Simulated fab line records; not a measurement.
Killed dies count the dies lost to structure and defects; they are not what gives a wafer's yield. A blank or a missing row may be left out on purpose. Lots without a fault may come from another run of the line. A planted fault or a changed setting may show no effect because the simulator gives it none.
fab line records	flow rit_cmos
record lots=6	wafers=18	last_day=7
route steps=202 shown SILICIDE@167 CONTACT@168 M1@202
lots with no fault: from the same line, run without faults
start_h: hours from the record's first day to the start of the lot's first wafer shown	wait_h: time in hours since the lot's previous step	" same as the row above	L1.1+2: several wafers, shown together as one row	- value missing, or start not given	* or withheld: withheld	< > ~ a bound
route shown NAME@n: NAME is a module with steps in the file, n the number in the route of the first one	usual: the fault-free wafers' mean and standard deviation	same: alike in all rows	chamber/n: place in a boat	sites: readings site by site	_std_site: their standard deviation	_edge_site: mean of outer sites minus mean of inner sites	radius_mm: for every site, how far away it sits from the centre of the wafer	mask NAME#n: copy n	behind: the most recent tool/chamber to have shaped the wafer	hold: why the lot went on hold/how many hours it stayed there/how the hold came to an end	device: whichever transistor did not switch (one of n, p or np)	end of line: the same wafers' tests at the end of the route	a step with no rows: only its recipe	killed: at the first sort, the dies lost to defects and structure; wafer yield is something else	map: dies across one wafer; x = killed, . = not, _ = none there
set.NAME: setting as actually run; set.NAME@STEP: the setting as run at that earlier step	model.NAME: the simulator's own value behind a step, which no gauge read
certain route steps with their lots: each step a table, each wafer a row
services: the hour from which a tool's chamber was out of use, counted from the record's first day as start_h (under 0 if before that day), plus the number of hours and why
## steps
# step RIT_SILICIDE_RTA_06
# recipe temp_c=750	time_s=10	idle_temp_c=25	ramp_up_s=5	ramp_down_s=10	cool_to_c=25	ambient=N2
# usual anneal_temp_c_max=752.2/0.62	wafer_temp_C_max=753.8/1.8
# same time_s=10
lot.wafer	tool	chamber	start_h	wait_h	anneal_temp_c_max	wafer_temp_C_max
L228.3	rtp_anneal-01	0	52.46	0.0	752.1	755.0
L228.4	"	0	"	"	752.0	756.8
L228.5	"	0	"	"	751.8	756.8
L233.1	rtp_anneal-02	0	77.46	0.0	751.7	751.7
L233.3	"	0	"	"	751.9	751.1
L233.6	"	0	"	"	751.5	751.8
L237.2	rtp_anneal-01	0	104.99	0.0	753.2	755.6
L237.3	"	0	"	"	751.9	755.4
L237.5	"	0	"	"	752.5	755.9
L241.2	rtp_anneal-01	0	116.91	0.0	753.7	755.6
L241.3	"	0	"	"	752.5	755.7
L241.4	"	0	"	"	752.6	754.5
L242.1	rtp_anneal-02	0	122.43	0.0	751.6	752.1
L242.4	"	0	"	"	751.8	752.0
L242.6	"	0	"	"	751.9	752.0
L251.3	rtp_anneal-01	0	165.47	0.0	753.3	755.9
L251.5	"	0	"	"	753.0	753.6
L251.6	"	0	"	"	752.3	755.0
# step RIT_CONTACT_CVD_00
# recipe material=SiO2	target_thk_nm=400	precursor=TEOS	temp_c=390	time_s=61	rf_w=389.5
# usual heater_power_w=313/47
# same time_s=61
lot.wafer	tool	chamber	start_h	wait_h	heater_power_w
L228.3	pecvd-02	2	52.50	0.0	267
L228.4	"	1	"	"	315
L228.5	"	0	"	"	279
L233.1	pecvd-04	0	77.53	0.1	306
L233.3	"	2	"	"	360
L233.6	"	1	"	"	383
L237.2	pecvd-02	2	105.04	0.0	239
L237.3	"	1	"	"	238
L237.5	"	1	"	"	252
L241.2	pecvd-03	2	116.96	0.0	303
L241.3	"	1	"	"	423
L241.4	"	0	"	"	255
L242.1	pecvd-04	0	122.50	0.1	235
L242.4	"	1	"	"	374
L242.6	"	2	"	"	362
L251.3	pecvd-04	1	165.52	0.0	420
L251.5	"	2	"	"	307
L251.6	"	1	"	"	436
# step RIT_CONTACT_THK_MEAS_01
# recipe reads=SiO2_of_CONTACT_CVD_00
# usual CONTACT_TEOS_THK=398/4.6
lot.wafer	tool	chamber	start_h	wait_h	CONTACT_TEOS_THK[nm]
L228.3	film_metro-03	-	52.57	0.0	388
L228.4	"	-	"	"	398
L228.5	"	-	"	"	399
L233.1	film_metro-02	-	77.58	0.0	400
L233.3	"	-	"	"	394
L233.6	"	-	"	"	399
L237.2	film_metro-03	-	105.10	0.0	393
L237.3	"	-	"	"	397
L237.5	"	-	"	"	404
L241.2	film_metro-02	-	117.02	0.0	394
L241.3	"	-	"	"	395
L241.4	"	-	"	"	402
L242.1	film_metro-01	-	122.55	0.0	395
L242.4	"	-	"	"	404
L242.6	"	-	"	"	406
L251.3	film_metro-02	-	165.59	0.0	398
L251.5	"	-	"	"	403
L251.6	"	-	"	"	402
# step RIT_CONTACT_HMDS_02
# recipe prime_time_s=60	prime_temp_c=140
# step RIT_CONTACT_COAT_03
# recipe resist=NOVOLAK	spin_rpm=3250	resist_thk_nm=1000
# step RIT_CONTACT_SOFTBAKE_04
# recipe resist=NOVOLAK	temp_c=90	time_s=60
# step RIT_CONTACT_EXPOSE_05
# recipe mask_id=M11	na=0.6	source_shape=conventional	sigma_outer=0.5	target_cd_nm=1000	dose_mj=250
# step RIT_CONTACT_PEB_06
# recipe resist=NOVOLAK	temp_c=withheld	time_s=withheld
# step RIT_CONTACT_DEVELOP_07
# recipe resist=NOVOLAK	develop_time_s=120	dev_temp_c=23
# step RIT_CONTACT_CD_MEAS_08
# recipe target_cd_nm=1000
# usual cd_nm=999.7/2.1
lot.wafer	tool	chamber	start_h	wait_h	cd_nm
L228.3	cd_sem-02	-	53.62	-	994.4
L228.4	"	-	"	"	995.7
L228.5	"	-	"	"	995.5
L233.1	cd_sem-02	-	78.60	-	997.7
L233.3	"	-	"	"	997.9
L233.6	"	-	"	"	998.8
L237.2	cd_sem-02	-	106.26	-	1000.9
L237.3	"	-	"	"	999.8
L237.5	"	-	"	"	1002.5
L241.2	cd_sem-02	-	118.27	-	998.7
L241.3	"	-	"	"	1000.7
L241.4	"	-	"	"	999.0
L242.1	cd_sem-02	-	123.58	-	1000.5
L242.4	"	-	"	"	1000.1
L242.6	"	-	"	"	1000.0
L251.3	cd_sem-01	-	166.64	-	1001.4
L251.5	"	-	"	"	1002.2
L251.6	"	-	"	"	1002.7
# step RIT_CONTACT_OVL_MEAS_09
# usual CONTACT_OVL=-0.7/1.3
lot.wafer	tool	chamber	start_h	wait_h	CONTACT_OVL[nm]
L228.3	overlay-02	-	53.71	0.1	2.0
L228.4	"	-	"	"	-0.8
L228.5	"	-	"	"	1.3
L233.1	overlay-01	-	78.72	0.1	-0.8
L233.3	"	-	"	"	-1.6
L233.6	"	-	"	"	-2.6
L237.2	overlay-02	-	106.37	0.1	0.4
L237.3	"	-	"	"	1.9
L237.5	"	-	"	"	0.2
L241.2	overlay-02	-	118.38	0.1	1.7
L241.3	"	-	"	"	0.3
L241.4	"	-	"	"	0.6
L242.1	overlay-02	-	123.70	0.1	0.0
L242.4	"	-	"	"	0.9
L242.6	"	-	"	"	0.7
L251.3	overlay-01	-	166.73	0.1	-1.8
L251.5	"	-	"	"	-3.5
L251.6	"	-	"	"	0.0
# step RIT_CONTACT_HARDBAKE_10
# recipe resist=NOVOLAK	temp_c=140	time_s=60
# step RIT_CONTACT_ETCH_11
# recipe target_depth_a=4800	over_etch_frac=0.2	stop_on=TiSi2	chemistry=CHF3/CF4/Ar	target=SiO2	CHF3_flow_sccm=50	cf4_flow_sccm=10	Ar_flow_sccm=100	O2_flow_sccm=5	pressure_mtorr=100	rf_w=200	time_s=320
# usual drypump_motor_current_A=5.8/0.37	oes_product_au=0.990/0.018	throttle_valve_pct=8.77/0.11
# same time_s=320
lot.wafer	tool	chamber	start_h	wait_h	drypump_motor_current_A	oes_product_au	rf_hours_counter_h	throttle_valve_pct	model.NOVOLAK_of_CONTACT_COAT_03.thk_nm
L228.3	rie_diel-02	1	53.89	0.1	5.8	0.966	8	8.95	772.4
L228.4	"	1	"	"	5.8	0.967	-	8.96	773.1
L228.5	"	0	"	"	5.5	0.984	-	8.89	775.5
L233.1	rie_diel-04	0	78.92	0.1	5.4	0.984	96	8.84	774.1
L233.3	"	3	"	"	6.3	0.971	71	8.77	767.9
L233.6	"	3	"	"	6.3	0.969	-	8.77	771.3
L237.2	rie_diel-04	0	106.55	0.1	5.4	0.972	97	8.84	720.1
L237.3	"	2	"	"	5.5	0.985	148	8.71	714.4
L237.5	"	0	"	"	5.5	0.980	-	8.86	717.2
L241.2	rie_diel-02	0	118.56	0.1	5.5	1.016	1	8.89	767.6
L241.3	"	3	"	"	5.9	0.994	1	8.82	772.1
L241.4	"	1	"	"	5.8	0.972	10	8.95	773.9
L242.1	rie_diel-04	2	123.88	0.1	5.6	0.996	149	8.71	709.9
L242.4	"	3	"	"	6.3	0.968	72	8.79	714.3
L242.6	"	3	"	"	6.3	0.969	-	8.78	713.3
L251.3	rie_diel-02	0	166.90	0.1	5.5	1.021	2	8.89	768.2
L251.5	"	1	"	"	5.8	0.975	-	8.94	772.3
L251.6	"	0	"	"	5.5	1.028	-	8.89	768.8
# step RIT_CONTACT_STRIP_12
# recipe chemistry=O2	time_s=180	resist=NOVOLAK	platen_temp_c=withheld	power_w=500	pressure_mtorr=4000	o2_flow_sccm=4000
# usual drypump_motor_current_A=5.4/0.47
# same time_s=180
lot.wafer	tool	chamber	start_h	wait_h	drypump_motor_current_A	rf_hours_counter_h
L228.3	plasma_asher-03	1	54.14	0.2	4.9	-
L228.4	"	0	"	"	5.7	-
L228.5	"	1	"	"	4.9	-
L233.1	plasma_asher-01	0	79.12	0.1	5.4	45
L233.3	"	1	"	"	4.8	-
L233.6	"	1	"	"	4.8	-
L237.2	plasma_asher-04	1	106.74	0.1	5.0	47
L237.3	"	0	"	"	6.1	-
L237.5	"	0	"	"	6.1	-
L241.2	plasma_asher-04	0	118.75	0.1	6.2	48
L241.3	"	0	"	"	6.2	-
L241.4	"	1	"	"	5.0	-
L242.1	plasma_asher-04	1	124.08	0.1	5.0	49
L242.4	"	1	"	"	5.0	-
L242.6	"	1	"	"	5.0	-
L251.3	plasma_asher-04	0	167.15	0.2	6.2	-
L251.5	"	1	"	"	5.0	-
L251.6	"	0	"	"	6.1	-
# step RIT_M1_PROBE_99
# usual killed_at_contacts=0.1/0.27	killed_at_front_end=7/3	killed_dies=7.0/3	killed_open=3.5/2.1	killed_short=3.4/1.9
# same gross_dies=264	killed_at_M0_to_M3=0	killed_at_M4_up=0	killed_at_back_side=0	killed_at_other=0
lot.wafer	tool	chamber	start_h	wait_h	killed_at_contacts	killed_at_front_end	killed_dies	killed_open	killed_short	model.etest.nmos_0p15.junction_log10_a_um	model.etest.nmos_narrow.off_log10_a_um	model.etest.nmos_0p3.off_log10_a_um	model.etest.gate_end_array.leak_log10_a_um	model.etest.pmos_0p15.junction_log10_a_um	model.etest.contact_diode_array.leak_log10_a	model.etest.pmos_0p3.off_log10_a_um	model.etest.pmos_narrow.off_log10_a_um
L228.3	prober-02	-	62.64	0.2	1	7	8	2	6	-13.5	-13.25	-13.04	-12.94	-13.71	-9.327	-12.88	-12.62
L228.4	prober-02	-	62.69	0.2	0	9	9	5	4	-13.58	-13.19	-13.17	-13.04	-13.8	-9.597	-12.87	-12.52
L228.5	prober-02	-	62.74	0.2	0	6	6	5	1	-13.77	-13.26	-13.2	-12.98	-13.72	-9.299	-12.79	-12.66
L233.1	prober-02	-	84.02	0.1	0	11	11	6	4	-13.58	-13.27	-12.93	-12.78	-13.65	-9.515	-12.88	-12.81
L233.3	prober-02	-	84.12	0.2	0	9	9	7	2	-13.51	-13.18	-13.01	-12.89	-13.83	-9.518	-12.93	-12.8
L233.6	prober-02	-	84.27	0.2	0	5	5	1	4	-13.54	-13.2	-13.08	-12.88	-13.79	-9.246	-12.97	-12.73
L237.2	prober-02	-	111.75	0.1	0	11	11	5	6	-10.75	-10.75	-10.75	-10.52	-11.75	-7.478	-11.71	-11.69
L237.3	prober-02	-	111.80	0.2	0	12	12	7	5	-10.28	-10.28	-10.28	-10.14	-11.28	-7.183	-11.27	-11.27
L237.5	prober-02	-	111.90	0.2	0	6	6	4	2	-10.86	-10.86	-10.86	-10.67	-11.86	-7.511	-11.81	-11.8
L241.2	prober-02	-	123.78	0.1	0	8	8	6	2	-13.54	-13.16	-12.91	-12.64	-13.84	-9.408	-12.79	-12.62
L241.3	prober-02	-	123.83	0.2	0	7	7	3	4	-13.56	-13.23	-13.14	-12.96	-13.64	-9.487	-12.86	-12.68
L241.4	prober-02	-	123.88	0.2	0	7	7	6	1	-13.56	-13.2	-13.04	-12.87	-13.78	-9.274	-12.85	-12.67
L242.1	prober-01	-	129.04	0.1	0	7	7	4	3	-10.31	-10.31	-10.31	-10.04	-11.31	-6.96	-11.3	-11.3
L242.4	prober-01	-	129.19	0.2	0	8	8	6	2	-10.99	-10.99	-10.99	-10.82	-11.98	-7.742	-11.95	-11.94
L242.6	prober-01	-	129.29	0.2	1	6	7	3	4	-10.98	-10.98	-10.98	-10.83	-11.98	-7.707	-11.94	-11.94
L251.3	prober-02	-	171.87	0.2	0	9	9	4	5	-13.73	-13.22	-13.14	-12.88	-13.8	-9.454	-13.1	-12.88
L251.5	prober-02	-	171.97	0.2	0	1	1	0	1	-13.68	-13.22	-13.13	-12.96	-13.81	-9.616	-13.05	-13.09
L251.6	prober-02	-	172.02	0.2	0	3	3	1	2	-13.57	-13.18	-13.05	-12.96	-13.81	-9.339	-12.98	-13
# killed by level:class
L228.3 FOX1:geometric_particle:short=3 FOX1:geometric_particle:open=2 REOX:geometric_particle:short=1 SPACER:geometric_particle:short=1 CONTACT:geometric_particle:short=1
L228.4 REOX:geometric_particle:open=2 FOX1:geometric_particle:short=1 GATE:geometric_particle:open=1 GATE:geometric_particle:short=1 SPACER:geometric_particle:open=1 SPACER:geometric_particle:short=1 SILICIDE:geometric_particle:short=1 SILICIDE:geometric_particle:open=1
L228.5 REOX:geometric_particle:open=2 SPACER:geometric_particle:open=2 FOX2:geometric_particle:open=1 GATE:geometric_particle:short=1
L233.1 GATE:geometric_particle:open=4 SPACER:geometric_particle:short=2 SILICIDE:geometric_particle:open=2 GATE:geometric_particle:short=1 REOX:geometric_particle:short=1 PRETRO:coat_microbubble_printed=1
L233.3 SPACER:geometric_particle:open=4 REOX:geometric_particle:open=2 FOX2:geometric_particle:short=1 SILICIDE:geometric_particle:short=1 SILICIDE:geometric_particle:open=1
L233.6 SPACER:geometric_particle:short=2 FOX2:geometric_particle:open=1 GATE:geometric_particle:short=1 REOX:geometric_particle:short=1
L237.2 GATE:geometric_particle:short=3 GATE:geometric_particle:open=2 FOX1:geometric_particle:short=1 FOX2:geometric_particle:open=1 REOX:geometric_particle:open=1 REOX:geometric_particle:short=1 SILICIDE:geometric_particle:short=1 SILICIDE:geometric_particle:open=1
L237.3 GATE:geometric_particle:open=3 FOX1:geometric_particle:short=2 GATE:geometric_particle:short=2 SILICIDE:geometric_particle:open=2 FOX1:geometric_particle:open=1 FOX2:geometric_particle:short=1 REOX:geometric_particle:open=1
L237.5 FOX1:geometric_particle:open=2 FOX2:geometric_particle:open=1 GATE:geometric_particle:open=1 REOX:geometric_particle:short=1 SILICIDE:geometric_particle:short=1
L241.2 GATE:geometric_particle:open=2 FOX1:geometric_particle:short=1 FOX2:geometric_particle:open=1 GATE:geometric_particle:short=1 REOX:geometric_particle:open=1 SPACER:geometric_particle:open=1 SILICIDE:geometric_particle:open=1
L241.3 SILICIDE:geometric_particle:short=2 FOX1:geometric_particle:short=1 REOX:geometric_particle:open=1 SPACER:geometric_particle:open=1 SPACER:geometric_particle:short=1 SILICIDE:geometric_particle:open=1
L241.4 SILICIDE:geometric_particle:open=2 FOX1:geometric_particle:open=1 FOX2:geometric_particle:open=1 GATE:geometric_particle:open=1 SPACER:geometric_particle:open=1 SPACER:geometric_particle:short=1
L242.1 FOX1:geometric_particle:short=2 FOX2:geometric_particle:open=2 FOX2:geometric_particle:short=1 GATE:geometric_particle:open=1 REOX:geometric_particle:open=1
L242.4 FOX2:geometric_particle:open=2 GATE:geometric_particle:open=2 REOX:geometric_particle:open=2 SPACER:geometric_particle:short=1 SILICIDE:geometric_particle:short=1
L242.6 FOX1:geometric_particle:short=1 GATE:geometric_particle:open=1 GATE:geometric_particle:short=1 SPACER:geometric_particle:short=1 SILICIDE:geometric_particle:open=1 SILICIDE:geometric_particle:short=1 CONTACT:geometric_particle:open=1
L251.3 GATE:geometric_particle:short=5 FOX1:geometric_particle:open=1 GATE:geometric_particle:open=1 REOX:geometric_particle:open=1 SPACER:geometric_particle:open=1
L251.5 GATE:geometric_particle:short=1
L251.6 GATE:geometric_particle:short=2 SPACER:geometric_particle:open=1
## services
tool	chamber	start_h	hours	kind
rie_diel-02	3	35.95	-	clean
rie_diel-02	3	35.95	26.1	scheduled_down
rie_diel-02	3	35.95	26.1	vent_cycle
rie_diel-04	-	38.59	0.4	repair
rie_diel-02	1	44.88	4.7	repair
pecvd-03	-	45.17	5.5	pm
rie_diel-02	0	62.04	-	clean
rie_diel-02	0	62.04	20.6	scheduled_down
rie_diel-02	0	62.04	20.6	vent_cycle
plasma_asher-03	-	63.43	0.4	repair
rie_diel-02	1	66.11	4.4	repair
rie_diel-04	2	71.65	5.1	repair
rie_diel-02	3	77.78	5.2	repair
rie_diel-04	3	86.38	5.6	repair
plasma_asher-01	-	108.87	9.0	pm
rie_diel-04	3	109.74	5.1	repair
plasma_asher-01	-	117.87	2.8	pm
plasma_asher-01	-	120.62	14.6	pm
rtp_anneal-02	-	122.76	3.2	pm
rie_diel-02	0	130.28	9.4	repair
rie_diel-02	-	132.17	2.4	repair
rie_diel-04	1	133.55	-	clean
pecvd-04	0	155.89	4.8	repair
rie_diel-02	3	159.53	3.1	repair
## key
first_sign none at tools or gauges
model_effect step=RIT_CONTACT_ETCH_11	value=NOVOLAK_of_CONTACT_COAT_03.thk_nm	without=768.6	struck=714.9
model_effect step=RIT_M1_PROBE_99	value=etest.nmos_0p15.junction_log10_a_um	without=-13.52	struck=-10.69
met_at RIT_CONTACT_ETCH_11
struck_wafers L237.2,L237.3,L237.5,L242.1,L242.4,L242.6
tester_left_out L237,L242
onset_between 78.92 106.55
fault kind=process_parameter_drift	tool=rie_diel-04	chamber=-	onset_h=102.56	steps=RIT_CONTACT_ETCH_11	channel=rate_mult	offset=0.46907	shape=step	end_h=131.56
# tester_left_out: of these lots the tester's yield and bins aren't shown, on N5 and GAA mostly nor the transistor test; their killed dies are dies lost to structure and defects alone, not to doping, threshold or leakage, so they don't give the yield
